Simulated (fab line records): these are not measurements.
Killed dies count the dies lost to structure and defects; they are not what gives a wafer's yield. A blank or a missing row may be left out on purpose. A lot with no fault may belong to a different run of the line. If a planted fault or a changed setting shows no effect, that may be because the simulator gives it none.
fab line records	flow rit-cmos
[record] lots = 14	wafers = 42	last-day = 8
route steps=202 shown NLDD@112 CONTACT@181 M1@184
lots with no fault: from the same line, run without faults
start-h: hours from the record's opening day to when the first of the lot's shown wafers began	wait-h: hours from the lot's prior step to this one	" as in the row above	L1.1+2: a single row standing in for several wafers	- no value, or no start given	* or withheld: withheld	< > ~ a bound
route shown NAME@n: a module of which the file shows steps, and the number in the route of the first	usual: the fault-free wafers' mean and standard deviation	same: alike in all rows	chamber/n: place in a boat	sites: the reading at each site	_std_site: their standard deviation	_edge_site: mean of outer sites minus mean of inner sites	radius-mm: for every site, how far away it sits from the centre of the wafer	mask NAME#n: copy n	behind: the most recent tool/chamber to have shaped the wafer	hold: cause of the lot's hold/its duration in hours/its outcome	device: whichever transistor did not switch (one of n, p or np)	end of line: tests of these same wafers at the route's end	a step without rows: its recipe alone	killed: the dies lost at the first sort to structure and to defects; this is not the yield of the wafer	map: per-die view of a wafer (x killed, . not killed, _ where there is no die)
set.NAME: setting as actually run; set.NAME@STEP: the setting as run at that earlier step	model.NAME: the simulator's own value behind a step, which no gauge read
the route's steps for a sample of lots (tables are steps, rows are wafers)
services: from which hour (start-h, from the record's first day; less than 0 if before it) a tool's chamber was out of use, for how many hours, and why
[[steps]]
[step RIT_NLDD_STRIP_09]
[recipe] chemistry = O2	time-s = 180	resist = NOVOLAK	platen-temp-c = withheld	power-w = 500	pressure-mtorr = 4000	o2-flow-sccm = 4000
[usual] drypump-motor-current-A = 5.9/0.46
lot.wafer	tool	chamber	start-h	wait-h	drypump-motor-current-A	rf-hours-counter-h
L955.1	plasma-asher-03	1	43.23	0.1	6.8	40
L955.2	"	0	"	"	6.0	40
L955.4	"	0	"	"	6.0	-
L957.1	plasma-asher-02	1	56.20	0.1	5.5	40
L957.3	"	1	"	"	5.5	-
L957.6	"	0	"	"	5.9	-
L958.2	plasma-asher-02	1	59.48	0.1	5.5	40
L958.4	"	0	"	"	5.9	-
L958.6	"	1	"	"	5.5	-
L959.1	plasma-asher-03	1	67.30	0.1	6.8	43
L959.5	"	1	"	"	6.8	-
L959.6	"	0	"	"	6.0	-
L961.3	plasma-asher-01	1	78.54	0.1	5.8	-
L961.5	"	0	"	"	5.4	-
L961.6	"	1	"	"	5.8	-
L966.2	plasma-asher-01	0	104.42	0.1	5.4	30
L966.4	"	0	"	"	5.4	-
L966.6	"	0	"	"	5.4	-
L967.1	plasma-asher-03	0	113.69	0.1	6.0	47
L967.2	"	1	"	"	6.8	47
L967.3	"	0	"	"	6.0	-
L970.1	plasma-asher-02	0	138.68	0.1	5.9	1
L970.4	"	1	"	"	5.5	-
L970.6	"	0	"	"	5.9	-
L972.2	plasma-asher-02	0	149.62	0.1	5.9	2
L972.3	"	1	"	"	5.5	-
L972.5	"	0	"	"	5.9	-
L973.1	plasma-asher-03	0	156.65	0.1	6.0	51
L973.4	"	0	"	"	6.0	-
L973.6	"	1	"	"	6.8	-
L974.2	plasma-asher-01	1	164.26	0.1	5.9	35
L974.3	"	0	"	"	5.4	-
L974.4	"	1	"	"	5.8	-
L975.2	plasma-asher-02	1	164.37	0.1	5.5	4
L975.3	"	0	"	"	5.9	-
L975.6	"	0	"	"	5.9	-
L978.1	plasma-asher-01	0	177.12	0.1	5.4	37
L978.3	"	0	"	"	5.4	-
L978.4	"	1	"	"	5.8	-
L977.1	plasma-asher-02	1	177.59	0.1	5.5	6
L977.2	"	0	"	"	5.9	6
L977.3	"	1	"	"	5.4	-
[step RIT_NLDD_TW_MEAS_10]
[usual] NLDD_TW = 2505/28
lot.wafer	tool	chamber	start-h	wait-h	NLDD_TW
L955.1	film-metro-03	-	43.41	0.1	2558
L955.2	"	-	"	"	2551
L955.4	"	-	"	"	2547
L957.1	film-metro-03	-	56.38	0.1	2561
L957.3	"	-	"	"	2558
L957.6	"	-	"	"	2556
L958.2	film-metro-03	-	59.66	0.1	2542
L958.4	"	-	"	"	2549
L958.6	"	-	"	"	2547
L959.1	film-metro-03	-	67.48	0.1	2548
L959.5	"	-	"	"	2544
L959.6	"	-	"	"	2562
L961.3	film-metro-03	-	78.67	0.1	2548
L961.5	"	-	"	"	2548
L961.6	"	-	"	"	2560
L966.2	film-metro-01	-	104.61	0.1	2484
L966.4	"	-	"	"	2472
L966.6	"	-	"	"	2485
L967.1	film-metro-01	-	113.86	0.1	2477
L967.2	"	-	"	"	2464
L967.3	"	-	"	"	2481
L970.1	film-metro-02	-	138.86	0.1	2494
L970.4	"	-	"	"	2483
L970.6	"	-	"	"	2487
L972.2	film-metro-01	-	149.81	0.1	2476
L972.3	"	-	"	"	2477
L972.5	"	-	"	"	2478
L973.1	film-metro-02	-	156.82	0.1	2497
L973.4	"	-	"	"	2494
L973.6	"	-	"	"	2490
L974.2	film-metro-01	-	164.44	0.1	2482
L974.3	"	-	"	"	2491
L974.4	"	-	"	"	2475
L975.2	film-metro-03	-	164.56	0.1	2544
L975.3	"	-	"	"	2537
L975.6	"	-	"	"	2552
L978.1	film-metro-02	-	177.30	0.1	2480
L978.3	"	-	"	"	2467
L978.4	"	-	"	"	2468
L977.1	film-metro-02	-	177.77	0.1	2485
L977.2	"	-	"	"	2479
L977.3	"	-	"	"	2489
[step RIT_CONTACT_CD_MEAS_90]
[recipe] target-cd-nm = 1000
[usual] cd-nm = 1000.4/2.4
lot.wafer	tool	chamber	start-h	wait-h	cd-nm
L955.1	cd-sem-01	-	54.90	0.1	997.1
L955.2	"	-	"	"	997.8
L955.4	"	-	"	"	998.2
L957.1	cd-sem-02	-	67.03	0.1	1001.3
L957.3	"	-	"	"	1001.1
L957.6	"	-	"	"	1001.4
L958.2	cd-sem-02	-	70.51	0.1	1003.3
L958.4	"	-	"	"	1001.2
L958.6	"	-	"	"	1000.4
L959.1	cd-sem-02	-	77.83	0.1	999.2
L959.5	"	-	"	"	999.4
L959.6	"	-	"	"	1000.9
L961.3	cd-sem-01	-	89.75	0.1	1001.8
L961.5	"	-	"	"	1000.6
L961.6	"	-	"	"	1000.6
L966.2	cd-sem-02	-	114.68	0.1	1001.7
L966.4	"	-	"	"	1000.3
L966.6	"	-	"	"	1003.3
L967.1	cd-sem-02	-	123.98	0.1	1004.6
L967.2	"	-	"	"	1004.4
L967.3	"	-	"	"	1004.9
L970.1	cd-sem-01	-	149.29	0.1	1004.1
L970.4	"	-	"	"	1004.3
L970.6	"	-	"	"	1002.5
L972.2	cd-sem-01	-	162.19	0.1	1003.8
L972.3	"	-	"	"	1001.6
L972.5	"	-	"	"	1003.4
L973.1	cd-sem-01	-	175.33	0.1	1001.1
L973.4	"	-	"	"	998.9
L973.6	"	-	"	"	998.8
L974.2	cd-sem-01	-	175.59	0.1	998.1
L974.3	"	-	"	"	997.9
L974.4	"	-	"	"	999.2
L975.2	cd-sem-01	-	175.96	0.1	1002.2
L975.3	"	-	"	"	1000.0
L975.6	"	-	"	"	1001.1
L978.1	cd-sem-02	-	189.04	0.1	998.6
L978.3	"	-	"	"	996.9
L978.4	"	-	"	"	997.3
L977.1	cd-sem-02	-	189.78	0.1	998.9
L977.2	"	-	"	"	1001.3
L977.3	"	-	"	"	999.0
[step RIT_M1_SPUTTER_00]
[recipe] material = Al	target-thk-nm = 400	power-w = 2000	chamber-pressure-pa = 0.4	gas = Ar	time-s = 500	substrate-temp-c = 25
[usual] chamber-pressure-pa = 0.4000/0.00083	throttle-valve-pct = 29.7/0.99
lot.wafer	tool	chamber	start-h	wait-h	chamber-pressure-pa	throttle-valve-pct
L955.1	pvd-sputter-03	-	55.55	0.0	0.4000	31.7
L955.2	"	-	"	"	0.4000	27.9
L955.4	"	-	"	"	0.3991	30.2
L957.1	pvd-sputter-03	-	67.51	0.0	0.4006	31.5
L957.3	"	-	"	"	0.4016	29.1
L957.6	"	-	"	"	0.4001	31.6
L957.1	pvd-sputter-03	-	67.97	0.3	0.3991	31.3
L957.3	"	-	"	"	0.4006	28.9
L957.6	"	-	"	"	0.3997	31.6
L958.2	pvd-sputter-02	-	70.99	0.0	0.3999	29.0
L958.4	"	-	"	"	0.4002	28.7
L958.6	"	-	"	"	0.3997	30.7
L959.1	pvd-sputter-03	-	78.33	0.0	0.4005	27.8
L959.5	"	-	"	"	0.4007	30.2
L959.6	"	-	"	"	0.3992	29.0
L959.1	pvd-sputter-03	-	78.79	0.3	0.4011	28.2
L959.5	"	-	"	"	0.4009	30.1
L959.6	"	-	"	"	0.3998	29.0
L961.3	pvd-sputter-03	-	90.18	0.0	0.3994	29.1
L961.5	"	-	"	"	0.3995	28.8
L961.6	"	-	"	"	0.3991	31.6
L961.3	pvd-sputter-03	-	90.64	0.3	0.4005	28.9
L961.5	"	-	"	"	0.4006	28.8
L961.6	"	-	"	"	0.3996	31.6
L966.2	pvd-sputter-04	-	115.32	0.0	0.4002	30.5
L966.4	"	-	"	"	0.3998	30.4
L966.6	"	-	"	"	0.4010	30.3
L967.1	pvd-sputter-02	-	124.45	0.0	0.3996	29.0
L967.2	"	-	"	"	0.3988	29.5
L967.3	"	-	"	"	0.4004	28.9
L970.1	pvd-sputter-04	-	149.76	0.0	0.3993	29.4
L970.4	"	-	"	"	0.3992	30.4
L970.6	"	-	"	"	0.3983	29.9
L972.2	pvd-sputter-04	-	162.64	0.0	0.3996	30.4
L972.3	"	-	"	"	0.4005	30.2
L972.5	"	-	"	"	0.4012	30.2
L973.1	pvd-sputter-02	-	175.82	0.0	0.4005	30.7
L973.4	"	-	"	"	0.4000	29.0
L973.6	"	-	"	"	0.3994	28.9
L974.2	pvd-sputter-03	-	176.04	0.0	0.3997	31.9
L974.3	"	-	"	"	0.3992	30.4
L974.4	"	-	"	"	0.4004	28.3
L975.2	pvd-sputter-04	-	176.43	0.0	0.4008	30.4
L975.3	"	-	"	"	0.4003	28.9
L975.6	"	-	"	"	0.4007	30.3
L978.1	pvd-sputter-02	-	189.55	0.0	0.3998	29.0
L978.3	"	-	"	"	0.4004	29.6
L978.4	"	-	"	"	0.3988	30.6
L977.1	pvd-sputter-03	-	190.26	0.0	0.3998	28.3
L977.2	"	-	"	"	0.4019	31.2
L977.3	"	-	"	"	0.4004	28.9
[step RIT_M1_RS_MEAS_01]
[recipe] thk-meas-gauge = four-point-probe	reads = Al_of_M1_SPUTTER_00
[usual] M1_AL_RS = 0.0731/0.0009
lot.wafer	tool	chamber	start-h	wait-h	M1_AL_RS[ohm/sq]
L955.1	film-metro-01	-	55.84	0.1	0.0735
L955.2	"	-	"	"	0.0738
L955.4	"	-	"	"	0.0731
L957.1	film-metro-01	-	68.27	0.1	0.0361
L957.3	"	-	"	"	0.0363
L957.6	"	-	"	"	0.0360
L958.2	film-metro-03	-	71.31	0.2	0.0711
L958.4	"	-	"	"	0.0712
L958.6	"	-	"	"	0.0710
L959.1	film-metro-02	-	79.09	0.1	0.0361
L959.5	"	-	"	"	0.0360
L959.6	"	-	"	"	0.0364
L961.3	film-metro-01	-	90.97	0.2	0.0363
L961.5	"	-	"	"	0.0363
L961.6	"	-	"	"	0.0362
L966.2	film-metro-02	-	115.64	0.2	0.0727
L966.4	"	-	"	"	0.0727
L966.6	"	-	"	"	0.0730
L967.1	film-metro-03	-	124.75	0.1	0.0734
L967.2	"	-	"	"	0.0738
L967.3	"	-	"	"	0.0736
L970.1	film-metro-02	-	150.05	0.1	0.0730
L970.4	"	-	"	"	0.0724
L970.6	"	-	"	"	0.0726
L972.2	film-metro-03	-	162.95	0.2	0.0736
L972.3	"	-	"	"	0.0740
L972.5	"	-	"	"	0.0739
L973.1	film-metro-01	-	176.11	0.1	0.0727
L973.4	"	-	"	"	0.0729
L973.6	"	-	"	"	0.0722
L974.2	film-metro-02	-	176.36	0.2	0.0735
L974.3	"	-	"	"	0.0731
L974.4	"	-	"	"	0.0728
L975.2	film-metro-02	-	176.77	0.2	0.0725
L975.3	"	-	"	"	0.0723
L975.6	"	-	"	"	0.0730
L978.1	film-metro-03	-	189.84	0.1	0.0735
L978.3	"	-	"	"	0.0747
L978.4	"	-	"	"	0.0731
L977.1	film-metro-01	-	190.56	0.1	0.0743
L977.2	"	-	"	"	0.0740
L977.3	"	-	"	"	0.0750
[step RIT_M1_THK_MEAS_02]
[recipe] thk-meas-gauge = xrf	reads = Al_of_M1_SPUTTER_00
[usual] M1_AL_THK = 404/5.4
lot.wafer	tool	chamber	start-h	wait-h	M1_AL_THK[nm]
L955.1	film-metro-01	-	55.96	0.1	403
L955.2	"	-	"	"	405
L955.4	"	-	"	"	406
L957.1	film-metro-01	-	68.39	0.1	813
L957.3	"	-	"	"	814
L957.6	"	-	"	"	817
L958.2	film-metro-03	-	71.42	0.1	415
L958.4	"	-	"	"	416
L958.6	"	-	"	"	414
L959.1	film-metro-02	-	79.21	0.1	805
L959.5	"	-	"	"	808
L959.6	"	-	"	"	796
L961.3	film-metro-01	-	91.07	0.1	810
L961.5	"	-	"	"	809
L961.6	"	-	"	"	807
L966.2	film-metro-02	-	115.75	0.1	404
L966.4	"	-	"	"	405
L966.6	"	-	"	"	401
L967.1	film-metro-03	-	124.87	0.1	400
L967.2	"	-	"	"	398
L967.3	"	-	"	"	400
L970.1	film-metro-02	-	150.17	0.1	401
L970.4	"	-	"	"	409
L970.6	"	-	"	"	406
L972.2	film-metro-03	-	163.06	0.1	399
L972.3	"	-	"	"	398
L972.5	"	-	"	"	396
L973.1	film-metro-01	-	176.23	0.1	408
L973.4	"	-	"	"	407
L973.6	"	-	"	"	413
L974.2	film-metro-02	-	176.47	0.1	398
L974.3	"	-	"	"	401
L974.4	"	-	"	"	401
L975.2	film-metro-02	-	176.88	0.1	404
L975.3	"	-	"	"	406
L975.6	"	-	"	"	403
L978.1	film-metro-03	-	189.96	0.1	401
L978.3	"	-	"	"	394
L978.4	"	-	"	"	403
L977.1	film-metro-01	-	190.68	0.1	401
L977.2	"	-	"	"	400
L977.3	"	-	"	"	397
[step RIT_M1_PROBE_99]
[usual] defect-limited-yield = 97.3/1.2	killed_at_M0_to_M3 = 0.0/0.14	killed-at-contacts = 0.1/0.3	killed-at-front-end = 7/3.1	killed-dies = 7/3.1	killed-on-rim = 1.9/1.5	killed-open = 3.8/2.3	killed-short = 3.2/1.9	sort_bin_3_pad_short = 0.1/0.2	sort_bin_5_function = 1.6/0.91	sort_bin_6_memory = 1.0/0.6	sort-n-pass = 257/3.1	sort-yield-pct = 97.3/1.2
[same] gross-dies = 264	killed_at_M4_up = 0	killed-at-back-side = 0	killed-at-other = 0
lot.wafer	tool	chamber	start-h	wait-h	defect-limited-yield[%]	killed_at_M0_to_M3	killed-at-contacts	killed-at-front-end	killed-dies	killed-on-rim	killed-open	killed-short	sort_bin_3_pad_short[%]	sort_bin_5_function[%]	sort_bin_6_memory[%]	sort-n-pass	sort-yield-pct[%]
L955.1	prober-01	-	59.86	0.1	95.5	0	0	12	12	3	3	9	0	1.9	2.7	252	95.5
L955.2	prober-01	-	59.91	0.1	97.0	0	0	8	8	3	4	4	0.4	1.1	1.5	256	97.0
L955.4	prober-01	-	60.01	0.2	95.8	0	0	11	11	2	9	2	0	3.0	1.1	253	95.8
L957.1	prober-01	-	72.74	0.1	0	258	0	6	264	70	3	3	0	99.6	0.4	0	0
L957.3	prober-01	-	72.84	0.2	0	255	0	9	264	70	4	5	0	99.2	0.8	0	0
L957.6	prober-01	-	72.99	0.2	0	258	0	6	264	70	2	4	0.4	99.2	0.4	0	0
L958.2	prober-02	-	75.53	0.1	96.2	0	0	10	10	1	6	4	0	2.3	1.5	254	96.2
L958.4	prober-02	-	75.63	0.2	99.2	0	0	2	2	1	1	1	0	0.8	0	262	99.2
L958.6	prober-02	-	75.73	0.2	97.0	0	0	8	8	1	6	2	0	1.1	1.9	256	97.0
L959.1	prober-01	-	83.33	0.1	0	256	0	8	264	70	6	2	0	99.2	0.8	0	0
L959.5	prober-01	-	83.53	0.2	0	258	0	6	264	70	5	1	0	99.2	0.8	0	0
L959.6	prober-01	-	83.58	0.2	0	253	0	11	264	70	5	6	0	98.9	1.1	0	0
L961.3	prober-01	-	94.75	0.2	0	257	0	7	264	70	2	5	0	98.9	1.1	0	0
L961.5	prober-01	-	94.85	0.2	0	253	1	10	264	70	5	6	0.4	99.2	0.4	0	0
L961.6	prober-01	-	94.90	0.2	0	255	0	9	264	70	4	5	0	98.5	1.5	0	0
L966.2	prober-02	-	119.51	0.1	98.5	0	0	4	4	0	3	1	0	1.5	0	260	98.5
L966.4	prober-02	-	119.61	0.2	95.5	0	0	12	12	5	6	6	0	3.8	0.8	252	95.5
L966.6	prober-02	-	119.71	0.2	95.8	0	0	11	11	2	8	3	0	2.7	1.5	253	95.8
L967.1	prober-01	-	128.48	0.1	97.3	0	0	7	7	5	1	6	0.8	0.8	1.1	257	97.3
L967.2	prober-01	-	128.53	0.1	97.7	0	0	6	6	1	4	2	0.4	1.1	0.8	258	97.7
L967.3	prober-01	-	128.58	0.2	97.7	0	0	6	6	3	3	1	0	1.5	0.8	258	97.7
L970.1	prober-01	-	153.93	0.1	98.5	0	0	4	4	1	2	2	0	1.1	0.4	260	98.5
L970.4	prober-01	-	154.08	0.2	97.7	0	0	6	6	2	1	5	0	0.8	1.5	258	97.7
L970.6	prober-01	-	154.18	0.2	97.0	0	0	8	8	1	4	4	0	1.9	1.1	256	97.0
L972.2	prober-01	-	167.17	0.1	98.1	0	1	4	5	1	1	4	0	1.1	0.8	259	98.1
L972.3	prober-01	-	167.22	0.2	95.5	0	0	12	12	2	8	4	0	2.7	1.9	252	95.5
L972.5	prober-01	-	167.32	0.2	97.7	0	1	5	6	1	3	3	0	1.9	0.4	258	97.7
L973.1	prober-02	-	180.39	0.1	95.8	0	0	11	11	4	6	5	0.4	1.9	1.9	253	95.8
L973.4	prober-02	-	180.54	0.2	97.0	0	0	8	8	3	3	5	0	2.3	0.8	256	97.0
L973.6	prober-02	-	180.64	0.2	97.7	0	0	6	6	2	0	6	0	1.5	0.8	258	97.7
L974.2	prober-01	-	181.94	0.1	97.0	0	0	8	8	2	4	4	0.4	1.5	1.1	256	97.0
L974.3	prober-01	-	181.99	0.2	97.7	0	0	6	6	2	5	1	0	1.5	0.8	258	97.7
L974.4	prober-01	-	182.04	0.2	95.1	0	0	13	13	2	8	5	0.4	3.0	1.5	251	95.1
L975.2	prober-02	-	181.94	0.1	99.2	0	0	2	2	1	1	1	0	0.4	0.4	262	99.2
L975.3	prober-02	-	181.99	0.2	96.2	0	0	10	10	3	2	8	0	3.0	0.8	254	96.2
L975.6	prober-02	-	182.14	0.2	97.7	0	0	6	6	2	4	2	0	1.5	0.8	258	97.7
L978.1	prober-02	-	194.34	0.1	98.5	0	0	4	4	3	2	2	0	1.1	0.4	260	98.5
L978.3	prober-02	-	194.44	0.2	96.2	0	0	10	10	1	8	2	0	2.7	1.1	254	96.2
L978.4	prober-02	-	194.49	0.2	97.7	0	0	6	6	2	4	2	0	1.5	0.8	258	97.7
L977.1	prober-01	-	195.84	0.1	98.9	0	0	3	3	1	1	2	0.4	0	0.8	261	98.9
L977.2	prober-01	-	195.89	0.1	97.0	0	0	8	8	0	4	4	0	1.5	1.5	256	97.0
L977.3	prober-01	-	195.94	0.2	97.0	0	1	7	8	5	4	4	0	1.1	1.9	256	97.0
// killed by level:class
L955.1 GATE:geometric-particle:short=6 FOX1:geometric-particle:short=2 FOX1:geometric-particle:open=1 GATE:geometric-particle:open=1 REOX:geometric-particle:short=1 SPACER:geometric-particle:open=1
L955.2 FOX1:geometric-particle:open=3 FOX1:geometric-particle:short=2 GATE:geometric-particle:short=2 SILICIDE:geometric-particle:open=1
L955.4 FOX1:geometric-particle:open=3 SPACER:geometric-particle:open=3 GATE:geometric-particle:open=3 GATE:geometric-particle:short=1 SILICIDE:geometric-particle:short=1
L957.1 M1:area-etch=258 FOX2:geometric-particle:open=2 SILICIDE:geometric-particle:short=2 GATE:geometric-particle:open=1 GATE:geometric-particle:short=1
L957.3 M1:area-etch=255 FOX1:geometric-particle:open=2 GATE:geometric-particle:short=2 SPACER:geometric-particle:short=2 FOX2:geometric-particle:open=1 SILICIDE:geometric-particle:open=1 SILICIDE:geometric-particle:short=1
L957.6 M1:area-etch=258 GATE:geometric-particle:short=2 FOX1:geometric-particle:short=1 FOX2:geometric-particle:short=1 GATE:geometric-particle:open=1 REOX:geometric-particle:open=1
L958.2 SILICIDE:geometric-particle:open=3 ACTIVE:geometric-particle:short=1 FOX1:geometric-particle:short=1 FOX1:geometric-particle:open=1 REOX:geometric-particle:open=1 REOX:geometric-particle:short=1 SPACER:geometric-particle:short=1 SPACER:geometric-particle:open=1
L958.4 FOX2:geometric-particle:open=1 REOX:geometric-particle:short=1
L958.6 GATE:geometric-particle:open=2 SPACER:geometric-particle:open=2 FOX1:geometric-particle:short=1 REOX:geometric-particle:open=1 SILICIDE:geometric-particle:open=1 SILICIDE:geometric-particle:short=1
L959.1 M1:area-etch=256 GATE:geometric-particle:open=3 GATE:geometric-particle:short=2 ACTIVE:geometric-particle:open=1 FOX1:geometric-particle:open=1 REOX:geometric-particle:open=1
L959.5 M1:area-etch=258 FOX1:geometric-particle:open=2 SILICIDE:geometric-particle:open=2 FOX1:geometric-particle:short=1 GATE:geometric-particle:open=1
L959.6 M1:area-etch=253 GATE:geometric-particle:short=4 GATE:geometric-particle:open=3 FOX2:geometric-particle:open=1 FOX2:geometric-particle:short=1 REOX:geometric-particle:open=1 SILICIDE:geometric-particle:short=1
L961.3 M1:area-etch=257 GATE:geometric-particle:short=5 GATE:geometric-particle:open=1 SILICIDE:geometric-particle:open=1
L961.5 M1:area-etch=253 FOX2:geometric-particle:open=3 GATE:geometric-particle:short=3 GATE:geometric-particle:open=1 REOX:geometric-particle:short=1 REOX:geometric-particle:open=1 SILICIDE:geometric-particle:short=1 CONTACT:geometric-particle:short=1
L961.6 M1:area-etch=255 GATE:geometric-particle:short=3 GATE:geometric-particle:open=2 REOX:geometric-particle:short=1 SPACER:geometric-particle:open=1 SILICIDE:geometric-particle:open=1 SILICIDE:geometric-particle:short=1
L966.2 REOX:geometric-particle:open=3 SPACER:geometric-particle:short=1
L966.4 GATE:geometric-particle:short=4 GATE:geometric-particle:open=3 SILICIDE:geometric-particle:open=2 FOX1:geometric-particle:short=1 REOX:geometric-particle:short=1 REOX:geometric-particle:open=1
L966.6 GATE:geometric-particle:open=5 GATE:geometric-particle:short=2 FOX2:geometric-particle:short=1 FOX2:geometric-particle:open=1 SPACER:geometric-particle:open=1 SILICIDE:geometric-particle:open=1
L967.1 GATE:geometric-particle:short=4 FOX1:geometric-particle:short=1 FOX2:geometric-particle:short=1 GATE:geometric-particle:open=1
L967.2 GATE:geometric-particle:open=2 SPACER:geometric-particle:open=2 GATE:geometric-particle:short=1 REOX:geometric-particle:short=1
L967.3 REOX:geometric-particle:open=2 NRETRO:coat-microbubble-printed=2 FOX1:geometric-particle:short=1 GATE:geometric-particle:open=1
L970.1 GATE:geometric-particle:open=2 FOX1:geometric-particle:short=1 GATE:geometric-particle:short=1
L970.4 FOX2:geometric-particle:short=2 GATE:geometric-particle:short=2 FOX2:geometric-particle:open=1 SILICIDE:geometric-particle:short=1
L970.6 FOX2:geometric-particle:short=2 GATE:geometric-particle:open=2 FOX1:geometric-particle:open=1 FOX1:geometric-particle:short=1 REOX:geometric-particle:open=1 REOX:geometric-particle:short=1
L972.2 FOX1:geometric-particle:open=1 GATE:geometric-particle:short=1 REOX:geometric-particle:short=1 SPACER:geometric-particle:short=1 CONTACT:geometric-particle:short=1
L972.3 FOX2:geometric-particle:open=3 REOX:geometric-particle:short=2 SPACER:geometric-particle:open=2 FOX1:geometric-particle:open=1 FOX2:geometric-particle:short=1 GATE:geometric-particle:open=1 REOX:geometric-particle:open=1 SPACER:geometric-particle:short=1
L972.5 GATE:geometric-particle:short=2 FOX2:geometric-particle:open=1 GATE:geometric-particle:open=1 SPACER:geometric-particle:open=1 CONTACT:geometric-particle:short=1
L973.1 FOX1:geometric-particle:open=2 REOX:geometric-particle:open=2 FOX1:geometric-particle:short=1 FOX2:geometric-particle:short=1 REOX:geometric-particle:short=1 SPACER:geometric-particle:short=1 SPACER:geometric-particle:open=1 SILICIDE:geometric-particle:open=1
L973.4 REOX:geometric-particle:short=2 FOX1:geometric-particle:short=1 FOX2:geometric-particle:short=1 FOX2:geometric-particle:open=1 GATE:geometric-particle:open=1 REOX:geometric-particle:open=1 SILICIDE:geometric-particle:short=1
L973.6 FOX1:geometric-particle:short=2 FOX2:geometric-particle:short=1 GATE:geometric-particle:short=1 SPACER:geometric-particle:short=1 SILICIDE:geometric-particle:short=1
L974.2 GATE:geometric-particle:short=2 REOX:geometric-particle:short=2 SPACER:geometric-particle:open=2 GATE:geometric-particle:open=1 SILICIDE:geometric-particle:open=1
L975.2 GATE:geometric-particle:short=1 REOX:geometric-particle:open=1
L974.3 SPACER:geometric-particle:open=4 GATE:geometric-particle:open=1 GATE:geometric-particle:short=1
L975.3 GATE:geometric-particle:short=3 GATE:geometric-particle:open=2 REOX:geometric-particle:short=2 FOX2:geometric-particle:short=1 SPACER:geometric-particle:short=1 SILICIDE:geometric-particle:short=1
L974.4 REOX:geometric-particle:open=4 FOX1:geometric-particle:short=2 GATE:geometric-particle:open=2 REOX:geometric-particle:short=2 FOX1:geometric-particle:open=1 SPACER:geometric-particle:short=1 SILICIDE:geometric-particle:open=1
L975.6 FOX1:geometric-particle:open=2 GATE:geometric-particle:open=1 REOX:geometric-particle:short=1 REOX:geometric-particle:open=1 SPACER:geometric-particle:short=1
L978.1 GATE:geometric-particle:short=1 GATE:geometric-particle:open=1 REOX:geometric-particle:open=1 SPACER:geometric-particle:short=1
L978.3 GATE:geometric-particle:open=3 GATE:geometric-particle:short=2 REOX:geometric-particle:open=2 FOX1:geometric-particle:open=1 FOX2:geometric-particle:open=1 SPACER:geometric-particle:open=1
L978.4 SPACER:geometric-particle:open=2 SPACER:geometric-particle:short=2 FOX1:geometric-particle:open=1 REOX:geometric-particle:open=1
L977.1 GATE:geometric-particle:short=2 FOX1:geometric-particle:open=1
L977.2 SILICIDE:geometric-particle:open=2 SILICIDE:geometric-particle:short=2 FOX1:geometric-particle:short=1 GATE:geometric-particle:short=1 GATE:geometric-particle:open=1 SPACER:geometric-particle:open=1
L977.3 REOX:geometric-particle:short=2 FOX1:geometric-particle:short=1 FOX2:geometric-particle:open=1 GATE:geometric-particle:open=1 GATE:geometric-particle:short=1 REOX:geometric-particle:open=1 CONTACT:geometric-particle:open=1
[[services]]
tool	chamber	start-h	hours	kind
plasma-asher-02	-	74.68	1.6	repair
pvd-sputter-04	-	79.21	23.4	repair
plasma-asher-02	-	108.75	9.0	pm
plasma-asher-02	0	108.75	9.0	vent-cycle
plasma-asher-02	1	108.75	9.0	vent-cycle
plasma-asher-02	0	117.75	-	clean
plasma-asher-02	1	117.75	-	clean
pvd-sputter-04	-	130.65	1.9	repair
pvd-sputter-02	-	137.72	1.1	repair
plasma-asher-01	-	169.32	2.1	repair
[[key]]
[first-sign] step = RIT_M1_SPUTTER_00	reading = visit	direction = added
[effect] step = RIT_M1_RS_MEAS_01	reading = M1_AL_RS	direction = down	sigmas = 41	usual = 0.0731	struck = 0.0362
[effect] step = RIT_M1_THK_MEAS_02	reading = M1_AL_THK	direction = up	sigmas = 75	usual = 404	struck = 809
[effect] step = RIT_M1_PROBE_99	reading = killed_at_M0_to_M3	direction = up	sigmas = 99+	usual = 0.0	struck = 255.9
[more-kills-born-at] RIT_M1_METAL_ETCH_12@rie-metal-03 = 771	RIT_M1_METAL_ETCH_12@rie-metal-02 = 767	RIT_M1_METAL_ETCH_12@rie-metal-04 = 765
met-at RIT_M1_SPUTTER_00
struck-lots L957,L959,L961
later-rows-left-out L957.1,L957.3,L957.6,L959.1,L959.5,L959.6,L961.3,L961.5,L961.6
not-acting-at RIT_NLDD_STRIP_09,RIT_NLDD_TW_MEAS_10,RIT_CONTACT_CD_MEAS_90
[fault] kind = repeated-step-whole	tool = pvd-sputter-02,pvd-sputter-03,pvd-sputter-04	chamber = -	onset-h = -	steps = RIT_M1_SPUTTER_00	times = 1	scope = struck-lots-only
// later-rows-left-out: the simulator's readings of these wafers behind a module that went badly wrong aren't trusted and aren't shown, but for the sort
